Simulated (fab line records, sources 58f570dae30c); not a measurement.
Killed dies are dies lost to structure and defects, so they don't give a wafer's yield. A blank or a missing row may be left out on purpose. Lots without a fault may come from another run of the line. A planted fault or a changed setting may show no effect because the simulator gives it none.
fab line records | flow berkeley_cmos170
record lots=14 wafers=42 last_day=13
route steps=331 shown NWELL@27 NLDD@165 CONTACT@231 V1@258
lots that met no fault: from a run of the same line without faults
start_h: hours from the record's first day to the start of the lot's first wafer shown | wait_h: hours since the lot's step before | " the same as in the row above | L1.1+2: a row that stands for several wafers | - no value, or no start given | * or withheld: withheld | < > ~ a bound
route shown NAME@n: a module of which the file shows steps, and the number in the route of the first | usual: mean/standard deviation of fault-free wafers | same: alike in all rows | chamber/n: place in a boat | sites: the reading at each site | _std_site: their standard deviation | _edge_site: outer sites' mean less inner sites' | radius_mm: how far each site lies from the wafer's centre | mask NAME#n: copy n | behind: the tool/chamber that last shaped the wafer | hold: why the lot was held/for how many hours/how that ended | device: the transistor (n, p or np) that didn't switch | end of line: the same wafers' tests at the end of the route | a step without rows: its recipe alone | killed: dies lost to structure and defects at the first sort, not the wafer's yield | map: a wafer's dies, x killed, . not, _ none there
set.NAME: the setting as run; set.NAME@STEP: as run at that earlier step | model.NAME: the simulator's own value behind a step, which no gauge read
steps of the route over a sample of lots; a table a step, a row a wafer
services: from which hour (start_h, from the record's first day; less than 0 if before it) a tool's chamber was out of use, for how many hours, and why
## steps
# step UCB170_NWELL_ETCH_13
# recipe chemistry=CH3F/Ar/O2 target=Si3N4 stop_on=SiO2 CH3F_flow_sccm=20 Ar_flow_sccm=50 O2_flow_sccm=7 pressure_mtorr=50 rf_w=450 target_depth_a=2464 over_etch_frac=0.1 time_s=154
# usual CH3F_flow_sccm=20.00/0.064 O2_flow_sccm=6.999/0.02 drypump_motor_current_A=5.9/0.47 oes_product_au=0.943/0.014 rf_fwd_power_W=448.1/1.4 throttle_valve_pct=8.02/0.15
# columns lot.wafer tool chamber start_h wait_h CH3F_flow_sccm O2_flow_sccm drypump_motor_current_A oes_product_au rf_fwd_power_W rf_hours_counter_h throttle_valve_pct
L784.3 rie_diel-04 0 30.49 0.0 20.10 6.967 6.0 0.945 449.2 33 8.06
L784.5 " 2 " " 19.95 6.983 6.2 0.955 446.7 - 7.89
L784.6 " 1 " " 19.97 7.023 6.4 0.950 449.3 - 7.87
L786.2 rie_diel-01 0 39.42 0.0 19.99 6.983 6.4 0.939 449.9 111 8.24
L786.3 " 2 " " 19.96 7.013 5.7 0.965 446.2 1 8.12
L786.5 " 2 " " 20.06 6.969 5.7 0.966 446.0 - 8.13
L787.1 rie_diel-01 0 42.28 0.0 - - - - - - -
L787.4 " 2 " " - - - - - - -
L787.6 " 1 " " - - - - - - -
L788.1 rie_diel-01 3 48.89 0.0 - - - - - - -
L788.3 " 2 " " - - - - - - -
L788.6 " 0 " " - - - - - - -
L789.1 rie_diel-04 3 49.95 0.0 19.92 6.995 5.6 0.929 449.4 49 8.15
L789.2 " 1 " " 20.02 6.994 6.4 0.930 448.0 65 7.87
L789.6 " 1 " " 20.06 6.979 6.3 0.935 446.8 - 7.86
L797.3 rie_diel-01 0 97.18 0.0 19.98 6.995 6.4 0.953 449.0 114 8.24
L797.4 " 1 " " 20.07 7.017 5.1 0.957 449.5 15 8.22
L797.5 " 3 " " 20.14 6.989 5.2 0.920 447.9 - 7.79
L798.3 rie_diel-02 0 98.67 0.0 19.96 7.003 6.6 0.944 444.8 8 7.92
L798.4 " 3 " " 20.11 7.017 5.6 0.915 449.1 122 7.93
L798.5 " 1 " " 20.02 6.989 6.6 0.934 448.3 - 7.88
L799.1 rie_diel-01 2 106.76 0.0 19.95 6.956 5.8 0.975 449.5 5 8.12
L799.4 " 1 " " 20.01 6.967 5.1 0.967 451.0 16 8.21
L799.5 " 3 " " 20.00 6.982 5.2 0.927 446.9 - 7.81
L801.1 rie_diel-04 0 112.35 0.0 19.96 6.977 6.0 0.948 447.3 36 8.06
L801.4 " 3 " " 19.98 6.973 5.5 0.932 447.9 51 8.16
L801.6 " 0 " " 19.98 7.018 6.0 0.946 449.2 - 8.04
L802.3 rie_diel-01 0 120.06 0.0 19.91 7.010 6.4 0.941 449.1 115 8.26
L802.4 " 3 " " 19.92 7.007 5.2 0.917 448.2 92 7.81
L802.6 " 0 " " 19.99 6.990 6.4 0.935 448.3 - 8.26
L803.2 rie_diel-04 0 126.45 0.0 19.89 7.018 6.0 0.947 449.0 37 8.04
L803.4 " 2 " " 19.93 6.957 6.2 0.950 447.5 103 7.89
L803.6 " 2 " " 19.91 6.977 6.2 0.953 447.7 - 7.88
L805.1 rie_diel-04 2 136.78 0.0 20.00 6.988 6.2 0.948 446.5 104 7.89
L805.5 " 3 " " 20.12 7.004 5.5 0.937 447.6 - 8.17
L805.6 " 2 " " 19.99 6.978 6.2 0.945 447.5 - 7.89
L806.3 rie_diel-02 0 139.24 0.0 19.89 6.995 6.6 0.940 443.9 9 7.91
L806.5 " 2 " " 19.96 6.988 5.3 0.914 447.0 - 8.13
L806.6 " 1 " " 19.93 6.997 6.6 0.935 448.6 - 7.89
L807.4 rie_diel-04 1 147.31 0.0 19.89 6.990 6.4 0.930 449.4 69 7.87
L807.5 " 3 " " 20.00 7.000 5.5 0.929 444.5 - 8.15
L807.6 " 2 " " 20.00 7.002 6.2 0.954 448.6 - 7.89
# step UCB170_NWELL_STRIP_15
# recipe chemistry=O2 power_w=400 pressure_mtorr=3500 platen_temp_c=withheld o2_flow_sccm=400 overash_fraction=0.5
# usual drypump_motor_current_A=5.6/0.66 oes_product_au=0.721/0.0052 strip_time_to_endpoint_s=18.07/0.11
# columns lot.wafer tool chamber start_h wait_h drypump_motor_current_A oes_product_au rf_hours_counter_h strip_time_to_endpoint_s
L784.3 plasma_asher-02 1 30.78 0.1 6.5 0.717 - 18.07
L784.5 " 1 " " 6.5 0.717 - 18.12
L784.6 " 0 " " 5.3 0.726 - 17.95
L786.2 plasma_asher-02 0 39.67 0.1 5.3 0.725 33 18.15
L786.3 " 1 " " 6.5 0.716 - 17.95
L786.5 " 1 " " 6.5 0.726 - 18.00
L787.1 plasma_asher-02 1 42.53 0.1 6.5 0.732 33 21.65
L787.4 " 1 " " 6.5 0.732 - 21.74
L787.6 " 0 " " 5.3 0.732 - 21.72
L788.1 plasma_asher-04 1 49.14 0.1 6.3 0.737 33 21.48
L788.3 " 1 " " 6.3 0.740 - 21.54
L788.6 " 0 " " 5.0 0.733 - 21.56
L789.1 plasma_asher-02 0 50.20 0.1 5.3 0.717 34 18.29
L789.2 " 1 " " 6.5 0.723 34 18.17
L789.6 " 1 " " 6.5 0.720 - 18.12
L797.3 plasma_asher-04 0 97.47 0.1 5.0 0.724 - 18.20
L797.4 " 1 " " 6.4 0.728 - 18.06
L797.5 " 1 " " 6.3 0.725 - 18.11
L798.3 plasma_asher-01 1 98.96 0.1 4.9 0.732 - 17.99
L798.4 " 0 " " 5.1 0.713 - 17.98
L798.5 " 1 " " 4.9 0.728 - 18.01
L799.1 plasma_asher-02 0 107.02 0.1 5.2 0.718 41 17.71
L799.4 " 1 " " 6.5 0.727 - 18.09
L799.5 " 0 " " 5.3 0.715 - 18.04
L801.1 plasma_asher-01 1 112.60 0.1 4.9 0.711 31 18.11
L801.4 " 1 " " 4.9 0.722 - 18.26
L801.6 " 0 " " 5.1 0.722 - 18.16
L802.3 plasma_asher-01 0 120.35 0.1 5.1 0.716 - 18.08
L802.4 " 1 " " 4.9 0.718 - 18.06
L802.6 " 0 " " 5.1 0.722 - 18.16
L803.2 plasma_asher-02 1 126.70 0.1 6.5 0.728 43 18.11
L803.4 " 0 " " 5.3 0.716 - 18.18
L803.6 " 1 " " 6.5 0.719 - 18.23
L805.1 plasma_asher-04 1 137.03 0.1 6.3 0.736 44 18.15
L805.5 " 0 " " 5.0 0.722 - 18.17
L805.6 " 1 " " 6.3 0.725 - 18.13
L806.3 plasma_asher-01 0 139.53 0.1 5.1 0.722 - 18.03
L806.5 " 0 " " 5.1 0.720 - 18.06
L806.6 " 1 " " 4.9 0.723 - 18.06
L807.4 plasma_asher-02 0 147.60 0.1 5.3 0.709 - 18.08
L807.5 " 0 " " 5.3 0.717 - 18.13
L807.6 " 1 " " 6.4 0.721 - 18.27
# step UCB170_NLDD_OVL_MEAS_07
# usual NLDD_OVL=-2/5.3
# columns lot.wafer tool chamber start_h wait_h NLDD_OVL[nm]
L784.3 overlay-02 - 124.55 0.1 -4
L784.5 " - " " -14
L784.6 " - " " -1
L786.2 overlay-01 - 131.51 0.1 -10
L786.3 " - " " -4
L786.5 " - " " 0
L789.1 overlay-01 - 136.18 0.1 -10
L789.2 " - " " -9
L789.6 " - " " -10
L797.3 overlay-02 - 199.88 0.1 1
L797.4 " - " " 0
L797.5 " - " " 3
L798.3 overlay-01 - 199.96 0.1 3
L798.4 " - " " 13
L798.5 " - " " 1
L799.1 overlay-01 - 214.50 0.1 -2
L799.4 " - " " -5
L799.5 " - " " -1
L802.3 overlay-02 - 222.27 0.1 9
L802.4 " - " " 9
L802.6 " - " " 7
L801.1 overlay-02 - 222.74 0.1 -5
L801.4 " - " " -4
L801.6 " - " " -2
L803.2 overlay-02 - 235.94 0.1 1
L803.4 " - " " -1
L803.6 " - " " -5
L805.1 overlay-01 - 240.87 0.1 -2
L805.5 " - " " 5
L805.6 " - " " 1
L806.3 overlay-02 - 241.12 0.1 1
L806.5 " - " " 4
L806.6 " - " " 0
L807.4 overlay-01 - 264.79 0.1 -10
L807.5 " - " " -10
L807.6 " - " " -10
# step UCB170_CONTACT_CD_MEAS_15
# recipe target_cd_nm=700
# usual cd_nm=699.5/1.3
# columns lot.wafer tool chamber start_h wait_h cd_nm
L784.3 cd_sem-02 - 136.57 - 699.3
L784.5 " - " " 699.9
L784.6 " - " " 700.8
L786.2 cd_sem-02 - 146.26 - 701.1
L786.3 " - " " 701.5
L786.5 " - " " 699.9
L789.1 cd_sem-01 - 150.88 - 701.8
L789.2 " - " " 700.2
L789.6 " - " " 700.3
L798.3 cd_sem-02 - 217.23 - 701.0
L798.4 " - " " 700.0
L798.5 " - " " 700.5
L797.3 cd_sem-02 - 217.54 - 697.2
L797.4 " - " " 697.8
L797.5 " - " " 697.3
L799.1 cd_sem-01 - 232.66 - 698.5
L799.4 " - " " 697.8
L799.5 " - " " 698.3
L802.3 cd_sem-01 - 239.71 - 699.4
L802.4 " - " " 698.6
L802.6 " - " " 699.3
L801.1 cd_sem-01 - 240.21 - 701.4
L801.4 " - " " 701.1
L801.6 " - " " 701.8
L805.1 cd_sem-01 - 257.90 - 699.8
L805.5 " - " " 699.2
L805.6 " - " " 698.9
L803.2 cd_sem-01 - 258.16 - 698.9
L803.4 " - " " 699.4
L803.6 " - " " 697.1
L806.3 cd_sem-01 - 258.30 - 700.1
L806.5 " - " " 699.7
L806.6 " - " " 699.8
L807.4 cd_sem-01 - 285.64 - 700.1
L807.5 " - " " 699.2
L807.6 " - " " 700.6
# step UCB170_V1_THK_MEAS_04
# recipe reads=SiO2_of_V1_CVD_00
# usual V1_POLISHED_THK=999.7/1.9
# columns lot.wafer tool chamber start_h wait_h V1_POLISHED_THK[nm]
L784.3 film_metro-01 - 144.32 0.1 997.9
L784.5 " - " " 1002.3
L784.6 " - " " 999.1
L786.2 film_metro-01 - 155.20 0.1 998.5
L786.3 " - " " 1001.1
L786.5 " - " " 1001.2
L789.1 film_metro-03 - 160.55 0.1 1002.9
L789.2 " - " " 999.9
L789.6 " - " " 1001.3
L798.3 film_metro-03 - 224.01 0.1 997.3
L798.4 " - " " 997.6
L798.5 " - " " 999.9
L797.3 film_metro-01 - 224.31 0.1 997.9
L797.4 " - " " 996.0
L797.5 " - " " 999.6
L799.1 film_metro-01 - 244.21 0.1 999.1
L799.4 " - " " 1002.8
L799.5 " - " " 997.8
L802.3 film_metro-02 - 244.23 0.1 999.2
L802.4 " - " " 1000.9
L802.6 " - " " 999.3
L801.1 film_metro-03 - 252.46 0.1 999.9
L801.4 " - " " 1002.5
L801.6 " - " " 997.7
L803.2 film_metro-02 - 265.55 0.1 999.2
L803.4 " - " " 1000.7
L803.6 " - " " 997.1
L805.1 film_metro-01 - 265.84 0.1 1002.3
L805.5 " - " " 1001.3
L805.6 " - " " 1003.9
L806.3 film_metro-03 - 265.86 0.1 997.4
L806.5 " - " " 998.9
L806.6 " - " " 997.8
L807.4 film_metro-03 - 290.94 0.1 999.4
L807.5 " - " " 1001.0
L807.6 " - " " 997.3
## services
# columns tool chamber start_h hours kind
plasma_asher-04 - 11.34 4.8 repair
rie_diel-01 3 36.12 6.3 repair
plasma_asher-01 - 40.82 0.4 repair
rie_diel-01 1 44.71 10.5 repair
plasma_asher-01 - 52.96 14.6 pm
rie_diel-04 2 67.00 2.4 repair
plasma_asher-02 - 68.30 4.3 repair
rie_diel-04 - 72.50 2.8 pm
rie_diel-01 1 85.75 4.3 repair
rie_diel-01 - 87.42 1.4 repair
rie_diel-01 1 101.96 1.8 repair
rie_diel-02 - 109.35 15.6 pm
rie_diel-04 - 127.01 4.9 repair
## key
first_sign step=UCB170_NWELL_ETCH_13 reading=tool_record direction=missing
effect step=UCB170_NWELL_STRIP_15 reading=strip_time_to_endpoint_s direction=up sigmas=34 usual=* struck=*
met_at UCB170_NWELL_ETCH_13
struck_lots L787,L788
later_rows_left_out L787.1,L787.4,L787.6,L788.1,L788.3,L788.6
sort_left_out L787.1,L787.4,L787.6,L788.1,L788.3,L788.6
tester_left_out L787,L788
not_acting_at UCB170_NLDD_OVL_MEAS_07,UCB170_CONTACT_CD_MEAS_15,UCB170_V1_THK_MEAS_04
onset_between 39.42 42.28
fault kind=skipped_step_whole tool=rie_diel-01 chamber=- onset_h=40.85 steps=UCB170_NWELL_ETCH_13 scope=struck_lots_only
# tester_left_out: of these lots the tester's yield and bins aren't shown, on N5 and GAA mostly nor the transistor test; their killed dies are dies lost to structure and defects alone, not to doping, threshold or leakage, so they don't give the yield
# sort_left_out: the simulated sort isn't trusted on such a fault, so these wafers' sort isn't shown, and their yield isn't known
# later_rows_left_out: the simulator's readings of these wafers behind a module that went badly wrong aren't trusted and aren't shown, but for the sort
